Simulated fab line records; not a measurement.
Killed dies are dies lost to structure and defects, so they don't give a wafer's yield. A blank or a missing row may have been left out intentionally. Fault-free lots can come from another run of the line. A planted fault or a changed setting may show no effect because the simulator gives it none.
The tool behind it: which one? + flow ritCmos + 21 wafers from 7 lots sampled at 3 of the route's 202 steps

== WHAT THE GAUGES READ, wafer by wafer ==
RIT_SPACER_THK_MEAS_04.
| lot  | measured    | on           | SPACER_NITRIDE_THK (nm) |
|------|-------------|--------------|-------------------------|
| L110 | day 3 03:41 | filmMetro-02 | 250.1 249.9 250.7       |
| L112 | day 3 14:11 | filmMetro-03 | 249.5 247.9 249.5       |
| L115 | day 4 10:03 | filmMetro-02 | 250.2 250.8 251.0       |
| L118 | day 5 03:31 | filmMetro-04 | 250.0 249.6 249.0       |
| L123 | day 5 22:44 | filmMetro-02 | 252.0 249.9 250.1       |
| L127 | day 6 17:07 | filmMetro-03 | 247.8 247.1 248.6       |
| L132 | day 7 21:16 | filmMetro-04 | 255.1 252.3 253.4       |

== EACH LOT AND THE TOOL THAT RAN IT (in order: tool; ch and the chambers of the sampled wafers; start) ==
| lot  | RIT_PRETRO_SOFTBAKE_02          | RIT_SPACER_CVD_03          |
|------|---------------------------------|----------------------------|
| L110 | lithoTrack-01 ch 0, day 2 11:41 | lpcvd-01 ch 0, day 3 01:46 |
| L112 | lithoTrack-01 ch 0, day 2 21:34 | lpcvd-02 ch 1, day 3 12:16 |
| L115 | lithoTrack-02 ch 0, day 3 13:01 | lpcvd-02 ch 1, day 4 08:06 |
| L118 | lithoTrack-02 ch 0, day 4 12:20 | lpcvd-01 ch 0, day 5 01:36 |
| L123 | lithoTrack-03 ch 0, day 5 05:30 | lpcvd-01 ch 1, day 5 20:49 |
| L127 | lithoTrack-03 ch 0, day 6 01:26 | lpcvd-01 ch 0, day 6 15:11 |
| L132 | lithoTrack-01 ch 0, day 7 02:25 | lpcvd-02 ch 0, day 7 19:21 |
- RIT_PRETRO_SOFTBAKE_02: time 62.57 s.
- RIT_SPACER_CVD_03: deposits Si3N4 from SiH2Cl2/NH3, target thk 250 nm, time 3300 s.

== THE ANSWER, worked out from the rows above alone ==
Rule: the lots themselves supply what counts as usual. The widest of any qualifying gaps counts: lots, ordered by their means at a reading, are off when they make up no more than a third of the lots, leave a main group of 4 or more, and stand apart from it by 3 or more times the standard deviation of that group's means. A main group whose means are all the same, to the digits that the tables above print for the reading, isn't used. A lot without any number at a reading at which 4 lots or more have one is off too. Any other lot the step has rows for is counted as sound.
None of the lots is off at any reading shown; this tells nothing.

== WHAT HAD BEEN PUT IN BY THE SIMULATOR ==
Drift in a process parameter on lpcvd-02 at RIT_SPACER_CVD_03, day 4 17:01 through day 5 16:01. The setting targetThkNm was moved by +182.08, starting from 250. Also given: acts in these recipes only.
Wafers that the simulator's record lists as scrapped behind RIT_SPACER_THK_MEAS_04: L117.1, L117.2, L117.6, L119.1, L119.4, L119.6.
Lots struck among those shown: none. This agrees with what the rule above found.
